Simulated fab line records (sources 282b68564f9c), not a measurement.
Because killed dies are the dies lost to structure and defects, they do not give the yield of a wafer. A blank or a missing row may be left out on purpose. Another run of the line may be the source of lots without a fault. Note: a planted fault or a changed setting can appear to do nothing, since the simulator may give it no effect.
8D (eight disciplines) problem report, filled in by code	flow rit cmos	the parts of the form that need people (team, actions taken, sign-off) are left out

== 1. WHAT WENT WRONG ==
At RIT_M1_SOFTBAKE_05, heater power total W averages 35.73 W over 9 wafers from 3 lots, while fault-free wafers read 34.56 W, standard deviation 0.051. Measured from the usual mean, that is +23 standard deviations.
The step: time 60 s.
Seen first at day 6 20:44 on litho track-02, wafer L186.3. The record has a number at this step for 21 wafers belonging to 7 lots. By rule, "out" or "out of limits" means more than 4 standard deviations away from the usual mean. Any other wafer with a number is counted as sound.

== 2. WHAT THIS IS AND IS NOT ==
question	is	is not
which readings at this step	heater power total W, plate temp C	-
which lots	L186, L187, L188	L169, L177, L179, L181
which wafers of those lots	all that have a number	-
read on which tools	litho track-02	litho track-01, litho track-04
when	from day 6 20:44	up to then (12 sound wafers)

== 3. SUSPECTS, AND WHAT RULES EACH OUT ==
Counting: a tool at a process step up to the reading stays a suspect if it ran every lot that is out and no sound lot after the first of them.
- plasma asher-02 at RIT_CONTACT_STRIP_12 (strips in O2, time 180 s): kept. It ran every lot that is out, first L186 (day 6 19:17), and no sound lot after that.
- litho track-02 at RIT_M1_SOFTBAKE_05 (time 60 s): kept. All lots that are out passed through it, beginning with L186 at day 6 20:44, and no sound lot followed; its final sound lot before that point was L179 at day 5 12:44. On those wafers its own readings are out: heater power total W, plate temp C.
Remaining after the count are plasma asher-02 at RIT_CONTACT_STRIP_12 and litho track-02 at RIT_M1_SOFTBAKE_05.

== 4. THE CAUSE (what the simulator had put in) ==
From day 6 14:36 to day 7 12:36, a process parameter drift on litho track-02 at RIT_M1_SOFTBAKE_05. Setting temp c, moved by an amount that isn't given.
After counting, 2 suspects remain, this tool included.

== 5. THE CHAIN OF EFFECTS, in route order ==
Each row: a reading whose mean over the struck wafers that have a number lies more than 3 standard deviations from the usual. Only readings for which the record gives a usual standard deviation are gone through. hours: the time from each lot's start at the first step in this table that gives one to its start at this step, as a median over the lots. sigmas: the change in usual standard deviations.
hours	step	reading	usual	on struck wafers	change	sigmas
0	RIT_M1_SOFTBAKE_05	heater power total W	34.56 W	35.73	+1.17	+23
0	RIT_M1_SOFTBAKE_05	plate temp C	90.00 C	92.18	+2.18	+17
Its process steps:
- RIT_M1_SOFTBAKE_05: time 60 s.
Later measuring or inspecting steps at which every struck wafer that the step has a row for has a number for every such reading, and none has moved that far: RIT_M1_CD_MEAS_09.

== 6. WHAT WOULD HAVE CAUGHT IT SOONER ==
In this record no reading fell out of limits until day 6 20:44, 6 hours after the fault had begun at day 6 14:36.
